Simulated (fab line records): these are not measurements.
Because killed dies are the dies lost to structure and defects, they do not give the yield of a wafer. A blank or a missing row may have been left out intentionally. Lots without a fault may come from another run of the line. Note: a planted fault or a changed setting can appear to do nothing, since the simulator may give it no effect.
Which tool is to blame? | flow berkeleyCmos170 | 13 lots with 39 wafers sampled at 3 steps, on a route of 331 steps

WHAT EACH GAUGE READ, for each wafer
UCB170_NSD_TW_MEAS_10.
lot  | measured     | on           | NSD_TW
L960 | day 6 10:16  | filmMetro-02 | 4180 4198 4184
L961 | day 6 10:30  | filmMetro-03 | 4201 4213 4208
L964 | day 7 10:35  | filmMetro-03 | 4231 4241 4225
L966 | day 7 19:36  | filmMetro-03 | 30 30 30
L967 | day 8 14:45  | filmMetro-01 | 4215 4209 4232
L974 | day 9 14:37  | filmMetro-01 | 4231 4273 4229
L976 | day 9 15:58  | filmMetro-01 | 4251 4256 4246
L972 | day 9 16:18  | filmMetro-01 | 4253 4245 4252
L973 | day 9 16:42  | filmMetro-03 | 4202 4211 4209
L978 | day 10 06:29 | filmMetro-02 | 4187 4192 4196
L979 | day 10 14:16 | filmMetro-02 | 4169 4167 4194
L981 | day 11 06:31 | filmMetro-03 | 4177 4170 4171
L982 | day 11 06:37 | filmMetro-02 | 4190 4206 4181

WHAT TOOL EACH LOT RAN ON (gives the tool, then ch and the chambers of the sampled wafers, and finally the start)
lot  | UCB170_PSD_STRIP_09                 | UCB170_NSD_STRIP_09
L960 | plasmaAsher-03 ch 0,1, day 6 08:16  | plasmaAsher-03 ch 0,1, day 6 10:10
L961 | plasmaAsher-03 ch 0,1, day 6 08:30  | plasmaAsher-01 ch 1, day 6 10:24
L964 | plasmaAsher-02 ch 0,1, day 7 08:52  | plasmaAsher-04 ch 0,1, day 7 10:29
L966 | plasmaAsher-02 ch 1, day 7 17:53    | plasmaAsher-01 ch 1, day 7 19:30
L967 | plasmaAsher-01 ch 0,1, day 8 12:04  | plasmaAsher-01 ch 0,1, day 8 14:39
L974 | plasmaAsher-03 ch 0,1, day 9 09:04  | plasmaAsher-04 ch 0,1, day 9 14:31
L976 | plasmaAsher-01 ch 1, day 9 14:04    | plasmaAsher-03 ch 0,1, day 9 15:52
L972 | plasmaAsher-03 ch 0,1, day 9 14:10  | plasmaAsher-04 ch 0,1, day 9 16:13
L973 | plasmaAsher-03 ch 0,1, day 9 14:22  | plasmaAsher-01 ch 0,1, day 9 16:35
L978 | plasmaAsher-03 ch 0,1, day 10 03:56 | plasmaAsher-03 ch 0,1, day 10 06:23
L979 | plasmaAsher-03 ch 0,1, day 10 12:27 | plasmaAsher-01 ch 0,1, day 10 14:06
L981 | plasmaAsher-02 ch 0,1, day 11 04:06 | plasmaAsher-01 ch 0,1, day 11 06:25
L982 | plasmaAsher-02 ch 0, day 11 04:26   | plasmaAsher-03 ch 0,1, day 11 06:31
- UCB170_PSD_STRIP_09: strips in O2.
- UCB170_NSD_STRIP_09: strips in O2.

WHAT THE TOOLS THEMSELVES READ (means of the sampled wafers that have a number; where no wafer has one, the mark that the record gives instead)
UCB170_PSD_STRIP_09.
lot  | tool           | drypumpMotorCurrentA (A) | oesProductAu (a.u.) | stripTimeToEndpointS (s)
L960 | plasmaAsher-03 | 5.7                      | 0.607               | 29.38
L961 | plasmaAsher-03 | 5.7                      | 0.598               | 29.37
L964 | plasmaAsher-02 | 6.6                      | 0.602               | 29.44
L966 | plasmaAsher-02 | 6.6                      | 0.438               | -
L967 | plasmaAsher-01 | 5.3                      | 0.603               | 29.43
L974 | plasmaAsher-03 | 5.5                      | 0.600               | 29.40
L976 | plasmaAsher-01 | 5.8                      | 0.603               | 29.39
L972 | plasmaAsher-03 | 5.7                      | 0.599               | 29.37
L973 | plasmaAsher-03 | 5.7                      | 0.601               | 29.29
L978 | plasmaAsher-03 | 5.5                      | 0.596               | 29.40
L979 | plasmaAsher-03 | 5.7                      | 0.597               | 29.35
L981 | plasmaAsher-02 | 6.5                      | 0.602               | 29.32
L982 | plasmaAsher-02 | 6.5                      | 0.604               | 29.32

UCB170_NSD_STRIP_09.
lot  | tool           | drypumpMotorCurrentA (A) | oesProductAu (a.u.) | stripTimeToEndpointS (s)
L960 | plasmaAsher-03 | 5.7                      | 0.534               | 35.72
L961 | plasmaAsher-01 | 5.8                      | 0.532               | 35.85
L964 | plasmaAsher-04 | 5.3                      | 0.537               | 35.93
L966 | plasmaAsher-01 | 5.8                      | 0.605               | 56.32
L967 | plasmaAsher-01 | 5.3                      | 0.536               | 35.80
L974 | plasmaAsher-04 | 5.2                      | 0.536               | 35.95
L976 | plasmaAsher-03 | 5.7                      | 0.538               | 35.81
L972 | plasmaAsher-04 | 5.3                      | 0.534               | 35.88
L973 | plasmaAsher-01 | 5.5                      | 0.535               | 35.82
L978 | plasmaAsher-03 | 5.7                      | 0.530               | 35.75
L979 | plasmaAsher-01 | 5.3                      | 0.532               | 35.88
L981 | plasmaAsher-01 | 5.5                      | 0.535               | 35.78
L982 | plasmaAsher-03 | 5.7                      | 0.533               | 35.92

THE ANSWER, worked out from the rows above alone
Rule: the usual values come from the lots themselves. Put in order of their means at a reading, lots are off if they are a third of the lots or fewer, leave a main group of 4 or more, and stand apart from it by a gap of 3 or more times the standard deviation of the main group's means; of several such gaps the widest counts. The tables above print the reading to a certain number of digits; a main group whose means all agree to those digits is not used. A lot without any number at a reading at which 4 lots or more have one is off too. Where the step has rows for the other lots, those lots are counted as sound. First the gauges in route order, then the tools' own readings, where a lot's mean is used as printed above. The first step at which some lot is off is used, and at that step the reading that is off furthest; a lot without a number counts as furthest.
Off: L966, at UCB170_NSD_TW_MEAS_10 (NSD_TW). Main group: mean 4211, sd 27.
A tool fits if, at a process step before that reading, it ran every lot that is off, and no sound lot after the first of them. The gauges at UCB170_NSD_TW_MEAS_10 aren't tried: what is off there is off at UCB170_PSD_STRIP_09 too, on other tools, and a gauge's error can't cause that. No candidate that was tried fits.

WHAT THE SIMULATOR HAD INSERTED
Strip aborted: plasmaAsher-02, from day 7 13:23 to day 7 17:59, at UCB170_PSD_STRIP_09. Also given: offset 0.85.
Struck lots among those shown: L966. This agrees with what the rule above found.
